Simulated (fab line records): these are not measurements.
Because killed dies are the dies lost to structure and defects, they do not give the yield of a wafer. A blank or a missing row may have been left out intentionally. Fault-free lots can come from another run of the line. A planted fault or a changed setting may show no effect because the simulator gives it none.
What tool caused it? -- flow ritCmos -- 11 lots, 33 wafers sampled, at 2 steps of a route of 202

WHAT THE GAUGES SHOWED, per wafer
RIT_SILICIDE_RS_MEAS_02: uses a four-point probe to measure.
lot,measured,on,SILICIDE_TI_RS (ohm/sq)
L800,day 3 08:23,filmMetro-02,47.2 48.5 47.7
L801,day 3 14:14,filmMetro-04,46.4 46.9 47.0
L802,day 3 21:46,filmMetro-01,48.9 48.4 47.5
L803,day 4 02:31,filmMetro-02,47.6 47.0 47.2
L811,day 5 10:53,filmMetro-02,34.8 48.7 48.4
L813,day 5 20:50,filmMetro-04,34.2 47.5 47.2
L814,day 5 23:16,filmMetro-04,47.9 48.1 48.4
L816,day 6 11:47,filmMetro-04,48.3 47.4 47.1
L818,day 6 21:24,filmMetro-01,49.7 48.0 48.1
L820,day 7 06:40,filmMetro-04,48.4 47.9 47.2
L822,day 7 15:59,filmMetro-04,47.5 47.9 49.0

TOOL THAT RAN EACH LOT (tool first, then ch and the chambers of the sampled wafers, then the start)
lot,RIT_SILICIDE_SPUTTER_01
L800,"pvdSputter-02, day 3 08:13"
L801,"pvdSputter-01, day 3 14:02"
L802,"pvdSputter-03, day 3 21:37"
L803,"pvdSputter-01, day 4 02:21"
L811,"pvdSputter-01, day 5 10:41"
L813,"pvdSputter-01, day 5 20:41"
L814,"pvdSputter-03, day 5 23:07"
L816,"pvdSputter-02, day 6 11:38"
L818,"pvdSputter-02, day 6 21:15"
L820,"pvdSputter-02, day 7 06:31"
L822,"pvdSputter-02, day 7 15:49"
- RIT_SILICIDE_SPUTTER_01: material Ti, target thk 30 nm, time 240 s.

THE ANSWER, worked out from the rows above alone
Rule: the usual values come from the lots themselves. The widest of any qualifying gaps counts: lots, ordered by their means at a reading, are off when they make up no more than a third of the lots, leave a main group of 4 or more, and stand apart from it by 3 or more times the standard deviation of that group's means. The tables above print the reading to a certain number of digits; a main group whose means all agree to those digits is not used. A lot without any number at a reading at which 4 lots or more have one is off too. The other lots that the step has rows for count as sound.
Off: at RIT_SILICIDE_RS_MEAS_02 (SILICIDE_TI_RS), L811, L813. For the main group the mean is 47.8 ohm/sq and the standard deviation 0.52.
If a tool, at a process step before that reading, ran all the lots that are off and no sound lot after the first of them, it fits. The gauges at RIT_SILICIDE_RS_MEAS_02 are tried like those tools. One fits: pvdSputter-01 at RIT_SILICIDE_SPUTTER_01. A fault onset in the window from L803 (day 4 02:21, its last sound lot) to L811 (day 5 10:41, its first lot off) fits.

WHAT THE SIMULATOR PUT IN
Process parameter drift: pvdSputter-01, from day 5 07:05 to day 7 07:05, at RIT_SILICIDE_SPUTTER_01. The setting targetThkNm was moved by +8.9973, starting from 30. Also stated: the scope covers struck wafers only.
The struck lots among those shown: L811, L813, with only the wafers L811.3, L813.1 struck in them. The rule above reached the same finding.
